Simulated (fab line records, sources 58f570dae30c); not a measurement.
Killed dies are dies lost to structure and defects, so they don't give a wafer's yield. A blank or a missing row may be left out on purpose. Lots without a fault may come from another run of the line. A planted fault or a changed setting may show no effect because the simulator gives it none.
A struck lot beside a sound one | flow berkeley_cmos170 | 14 steps out of a route of 331
Sound: wafers L261.2, L261.3, L261.4. Struck: wafers L267.1, L267.3, L267.6. The cause comes at the end.
At each step with rows: each side's tool, then ch and its chambers, then its first start. Under that, the readings that differ: sound wafers | struck wafers | difference of the means | sigmas: that difference in standard deviations of wafers without a fault.
alike: readings whose means differ by less than 2 such deviations, and words and numbers that are the same on both sides. not compared: withheld readings, readings that some wafer has no value for, bounds like >300 that may hide the same value, and numbers for which the record gives no deviation and whose values overlap.
The two part at a step that has a row with sigmas, a row that says differs or no value, or rows on one side only. Numbers that don't overlap but have no deviation are shown without sigmas and don't part them. A reading that every wafer of one side lacks parts them only if that side has two wafers or more.

first, 3 steps without rows for these wafers: UCB170_NVT_EXPOSE_03 (exposes mask PWELL, target cd 3000 nm); UCB170_NVT_PEB_04; UCB170_NVT_DEVELOP_05 (develop time 45 s).
UCB170_NVT_OVL_MEAS_06:
  sound on overlay-02, day 9 11:42; struck on overlay-02, day 10 18:49
  alike: NVT_OVL
then, 1 step without rows for these wafers: UCB170_NVT_IMPLANT_07.
UCB170_NVT_STRIP_08: strips in O2.
  sound on plasma_asher-03 ch 0,1, day 9 11:53; struck on plasma_asher-03 ch 0,1, day 10 19:00
  alike: drypump_motor_current_A, o2_flow_sccm, oes_product_au, strip_time_to_endpoint_s
  not compared: rf_hours_counter_h
UCB170_NVT_TW_MEAS_09:
  sound on film_metro-04, day 9 11:59; struck on film_metro-02, day 10 19:06
  alike: NVT_TW
then, 5 steps without rows for these wafers: UCB170_NVT_CLEAN_10 (cleans in SPM, time 600 s); UCB170_PVT_HMDS_00 (prime time 60 s); UCB170_PVT_COAT_01 (resist thk 900 nm); UCB170_PVT_SOFTBAKE_02 (time 60 s); UCB170_PVT_EXPOSE_03 (exposes mask NWELL, target cd 3000 nm).
UCB170_PVT_PEB_04:
  sound on litho_track-02 ch 0, day 9 13:10; struck on litho_track-02, day 10 21:20
  no value came back on the struck wafers for chill_plate_temp_C (C), exhaust_pa (Pa), plate_temp_C (C); on the sound wafers chill_plate_temp_C (C) reads 23.10 23.17 23.14
then, 1 step without rows for these wafers: UCB170_PVT_DEVELOP_05 (develop time 45 s).

WHERE THEY PART
Only at UCB170_PVT_PEB_04, within this record.

WHY: what the simulator had put in
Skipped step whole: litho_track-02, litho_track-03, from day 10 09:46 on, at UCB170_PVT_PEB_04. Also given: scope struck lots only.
